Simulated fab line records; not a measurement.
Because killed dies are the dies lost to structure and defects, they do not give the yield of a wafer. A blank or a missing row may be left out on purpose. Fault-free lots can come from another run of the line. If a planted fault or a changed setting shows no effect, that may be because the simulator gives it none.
Struck lot and sound lot, side by side	flow ritCmos	15 steps out of a route of 202
Sound: wafers L860.1, L860.2, L860.6. Wafers L869.1, L869.3, L869.5 were the ones struck. The cause comes at the end.
For every step that has rows: the tool of each side, followed by ch and its chambers, followed by its first start. Under that, the readings that differ: sound wafers	struck wafers	difference of the means	sigmas: that difference in standard deviations of wafers without a fault.
alike: a reading whose means differ by less than 2 such deviations, as well as words and numbers matching on both sides. not compared: withheld readings; readings where some wafer has no value; bounds like >300 that might hide an equal value; numbers whose values overlap and for which the record gives no deviation.
Wherever a step has rows on one side only, a row that says differs or no value, or a row with sigmas, the two part there. When numbers do not overlap yet have no deviation, they are printed without sigmas and do not part them. A reading that every wafer of one side lacks parts them only if that side has two wafers or more.

first, 3 steps without rows for these wafers: RIT_REOX_CLEAN_01 (cleans in dHF, time 30 s); RIT_REOX_CLEAN_02 (cleans in SC2, time 600 s); RIT_REOX_OXIDATION_03 (target thk 25.2 nm, ox time 5580 s).
RIT_REOX_THK_MEAS_04:
  sound: filmMetro-01 at day 3 22:40; struck: filmMetro-01 at day 6 02:47
  alike: REOX_OXIDE_THK
then, 6 steps without rows for these wafers: RIT_NLDD_HMDS_00 (prime time 60 s); RIT_NLDD_COAT_01 (resist thk 1000 nm); RIT_NLDD_SOFTBAKE_02 (time 60 s); RIT_NLDD_EXPOSE_03 (exposes mask M7, target cd 40700 nm); RIT_NLDD_PEB_04; RIT_NLDD_DEVELOP_05 (develop time 50 s).
RIT_NLDD_OVL_MEAS_06:
  sound: overlay-01 at day 3 23:49; struck: overlay-01 at day 6 03:52
  alike: NLDD_OVL
then, 1 step without rows for these wafers: RIT_NLDD_HARDBAKE_07 (time 60 s).
RIT_NLDD_IMPLANT_08:
  sound on implanter-03 ch 0, day 4 00:00; struck on implanter-03 ch 0, day 6 04:03
reading	sound	struck	difference	sigmas
beamEnergyKeV	20.008 20.013 20.010	20.181 20.192 20.186	+0.176	+28
model.implant.drpNm (nm)	12.97 12.97 12.97	13.04 13.04 13.04	+0.07	
  alike: tiltDeg
RIT_NLDD_STRIP_09: strips in O2, time 180 s.
  sound on plasmaAsher-02 ch 0,1, day 4 00:09; struck on plasmaAsher-04 ch 0,1, day 6 04:12
  alike: drypumpMotorCurrentA
  not compared: rfHoursCounterH
RIT_M1_PROBE_99:
  sound: prober-01 at day 4 18:01; struck: prober-02 at day 6 19:36
  alike: killedAtFrontEnd, killedDies, killedOpen, killedShort

== WHERE THEY PART ==
Only at RIT_NLDD_IMPLANT_08, as far as this record shows. Later steps at which nothing parts them and some readings are alike: RIT_NLDD_STRIP_09, RIT_M1_PROBE_99.

WHY: whatever the simulator had introduced
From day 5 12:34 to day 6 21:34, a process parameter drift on implanter-03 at RIT_NLDD_IMPLANT_08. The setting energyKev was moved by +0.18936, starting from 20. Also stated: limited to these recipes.
